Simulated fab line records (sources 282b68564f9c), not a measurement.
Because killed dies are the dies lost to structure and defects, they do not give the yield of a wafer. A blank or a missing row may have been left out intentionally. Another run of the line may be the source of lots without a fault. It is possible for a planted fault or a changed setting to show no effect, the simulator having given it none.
A struck lot beside a sound one || flow rit-cmos || 18 out of 202 route steps
Sound: wafers L332.1, L332.4, L332.6. Struck: wafers L338.2, L338.3, L338.6. The cause is given at the end.
Order at every step that has rows: each side's tool, ch and its chambers, its first start. Under that, the readings that differ: sound wafers || struck wafers || difference of the means || sigmas: that difference in standard deviations of wafers without a fault.
alike: same words and numbers on both sides, and readings whose means sit less than 2 such deviations apart. not compared: any withheld reading, any reading some wafer has no value for, any bound like >300 that may hide the same value, and any number with overlapping values for which the record gives no deviation.
A row with sigmas, a row that says differs or no value, or rows on one side alone: a step with any of these is where the two part. Non-overlapping numbers with no deviation appear without sigmas and do not part them. Lack of a reading on every wafer of one side parts them only where that side has two or more wafers.

first, 1 step without rows for these wafers: RIT_PLDD_IMPLANT_08.
RIT_PLDD_STRIP_09: strips in O2, time 180 s.
  sound on plasma-asher-04 ch 0,1, day 3 11:14; struck on plasma-asher-04 ch 0,1, day 4 11:49
  alike: drypump-motor-current-A
  not compared: rf-hours-counter-h
RIT_PLDD_TW_MEAS_10:
  sound on film-metro-01 at day 3 11:25; struck on film-metro-01 at day 4 11:59
  alike: PLDD_TW
then, 4 steps without rows for these wafers: RIT_SPACER_CLEAN_00 (cleans in SC1, time 600 s); RIT_SPACER_CLEAN_01 (cleans in dHF, time 30 s); RIT_SPACER_CLEAN_02 (cleans in SC2, time 600 s); RIT_SPACER_CVD_03 (deposits Si3N4 from SiH2Cl2/NH3, target thk 250 nm, time 3300 s).
RIT_SPACER_THK_MEAS_04:
  sound on film-metro-04 at day 3 13:47; struck on film-metro-04 at day 4 14:20
  alike: SPACER_NITRIDE_THK
RIT_SPACER_ETCHBACK_05: etches Si3N4 in SF6/CHF3, stops on SiO2, target depth 250 nm, time 240 s.
  sound on rie-diel-04 ch 0,3, day 3 13:51; struck on rie-diel-04 ch 0,1,2, day 4 14:23
{"reading": "oes-product-au (a.u.)", "sound": "0.824 0.828 0.850", "struck": "0.860 0.876 0.872", "difference": "+0.035", "sigmas": "+3"}
  alike: drypump-motor-current-A, throttle-valve-pct
  not compared: rf-hours-counter-h
then, 3 steps without rows for these wafers: RIT_NSD_HMDS_00 (prime time 60 s); RIT_NSD_COAT_01 (resist thk 1000 nm); RIT_NSD_SOFTBAKE_02 (time 60 s).
RIT_NSD_EXPOSE_03: exposes mask M9, target cd 40700 nm.
  sound on iline-stepper-02 ch 0, day 3 14:27; struck on iline-stepper-02 ch 0, day 4 15:08
{"reading": "model.NSD.overlay-x-nm (nm)", "sound": "0.69 0.69 0.69", "struck": "3277 3277 3277", "difference": "+3276", "sigmas": ""}
  alike: mask
then, 2 steps without rows for these wafers: RIT_NSD_PEB_04; RIT_NSD_DEVELOP_05 (develop time 50 s).
RIT_NSD_OVL_MEAS_06:
  sound on overlay-01 at day 3 14:51; struck on overlay-01 at day 4 15:31
{"reading": "NSD_OVL (nm)", "sound": "2.1 0.6 -0.3", "struck": "3276.1 3277.5 3276.7", "difference": "+3276.0", "sigmas": "+99 or more"}
then, 1 step without rows for these wafers: RIT_NSD_HARDBAKE_07 (time 60 s).
RIT_M1_PROBE_99:
  sound wafers here have rows in the record (prober-02, day 4 00:59); struck ones have none

== WHERE THEY PART ==
First at RIT_SPACER_ETCHBACK_05; last, within this record, at RIT_M1_PROBE_99.

WHY: what had been put in by the simulator
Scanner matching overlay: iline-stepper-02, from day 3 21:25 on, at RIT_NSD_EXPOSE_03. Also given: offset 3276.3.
